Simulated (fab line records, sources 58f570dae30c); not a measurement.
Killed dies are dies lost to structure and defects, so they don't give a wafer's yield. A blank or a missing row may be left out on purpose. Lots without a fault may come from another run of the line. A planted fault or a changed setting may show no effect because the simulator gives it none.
Split-lot experiment | flow berkeley_cmos170 | 5 lots, 23 wafers read, on a route of 331 steps

THE SPLIT
At UCB170_PVT_IMPLANT_07, the setting dose_cm2 was moved away from the recipe's 2e+12 on 10 of the 23 wafers read, by -7.5% to +7.1%. The other wafers ran this setting at the recipe's value.

FROM THE SPLIT TO THE READING: what the file shows between them, 1 step
- UCB170_PVT_STRIP_08: strips in O2 (also split here: o2_flow_sccm)

THE READING
PVT_TW, at UCB170_PVT_TW_MEAS_09. Fault-free wafers of this fab line usually give 510, standard deviation 3.7.

wafer  | tool, chamber at the split | dose_cm2 as run | against the recipe | PVT_TW | against lot-mates on the recipe
L079.1 | implanter-04, 0            | 2e+12           | recipe             | 506    | -
L079.3 | implanter-04, 0            | 2e+12           | recipe             | 505    | -
L079.4 | implanter-04, 0            | 2e+12           | recipe             | 504    | -
L081.1 | implanter-01, 0            | 2e+12           | recipe             | 509    | -
L081.2 | implanter-01, 0            | 2.141e+12       | +7.1%              | 521    | +11
L081.4 | implanter-01, 0            | 2e+12           | recipe             | 507    | -
L081.5 | implanter-01, 0            | 2e+12           | recipe             | 514    | -
L081.6 | implanter-01, 0            | 2.141e+12       | +7.1%              | 520    | +10
L082.1 | implanter-04, 0            | 2e+12           | recipe             | 510    | -
L082.2 | implanter-04, 0            | 2e+12           | recipe             | 508    | -
L082.4 | implanter-04, 0            | 1.882e+12       | -5.9%              | 501    | -8
L082.5 | implanter-04, 0            | 1.882e+12       | -5.9%              | 500    | -9
L082.6 | implanter-04, 0            | 1.882e+12       | -5.9%              | 501    | -8
L084.2 | implanter-03, 0            | 1.851e+12       | -7.5%              | 501    | -13
L084.3 | implanter-03, 0            | 2e+12           | recipe             | 515    | -
L084.4 | implanter-03, 0            | 2e+12           | recipe             | 514    | -
L084.5 | implanter-03, 0            | 1.851e+12       | -7.5%              | 503    | -11
L084.6 | implanter-03, 0            | 2e+12           | recipe             | 513    | -
L085.1 | implanter-01, 0            | 2e+12           | recipe             | 509    | -
L085.2 | implanter-01, 0            | 1.89e+12        | -5.5%              | 498    | -11
L085.3 | implanter-01, 0            | 1.89e+12        | -5.5%              | 498    | -11
L085.4 | implanter-01, 0            | 1.89e+12        | -5.5%              | 501    | -8
L085.5 | implanter-01, 0            | 2e+12           | recipe             | 509    | -

THE FIT
A straight line over all 23 wafers: PVT_TW changes by +1.47 for each +1% of dose_cm2; r = +0.89; the points scatter about the line by 3.1.
The same after taking each lot's own level away (the mean of its wafers on the recipe; 23 wafers): +1.56 for each +1%; r = +0.97; scatter 1.5.
On that fit, the largest move of dose_cm2 shifts the reading by 12.
The lots' own levels span 505.0 to 514.0, that is 2.4 times the standard deviation above.
So the lot-to-lot level changes the slope little: the two slopes agree.
Check: with one of the wafers moved furthest among these (-7.5%) left out of the fit, the line predicts -11.6 for it against its lot-mates. It came out at -13 against them.

OTHER SPLITS ON THESE WAFERS
These wafers also went through other splits before the reading. Each is held against what the fit with the lots' levels taken away leaves over:
other split on the same wafers      | wafers away from the commonest value | r with PVT_TW (lot level and that fit taken away)
UCB170_ZERO_COAT_01 spin_rpm        | 6                                    | +0.06
UCB170_ZERO_STRIP_07 o2_flow_sccm   | 6                                    | +0.10
UCB170_PWELL_OXIDATION_02 temp_c    | 10                                   | -0.11
UCB170_PWELL_PEB_11 peb_temp_c      | 9                                    | +0.05
UCB170_FIELD_OXIDATION_01 ox_time_s | 15                                   | +0.14
UCB170_FIELD_WET_ETCH_06 time_s     | 10                                   | -0.16
UCB170_PVT_STRIP_08 o2_flow_sccm    | 8                                    | -0.17

THE FILE'S OWN FIT
PVT_TW changes by +1.58 for each +1% of dose_cm2, r = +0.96.
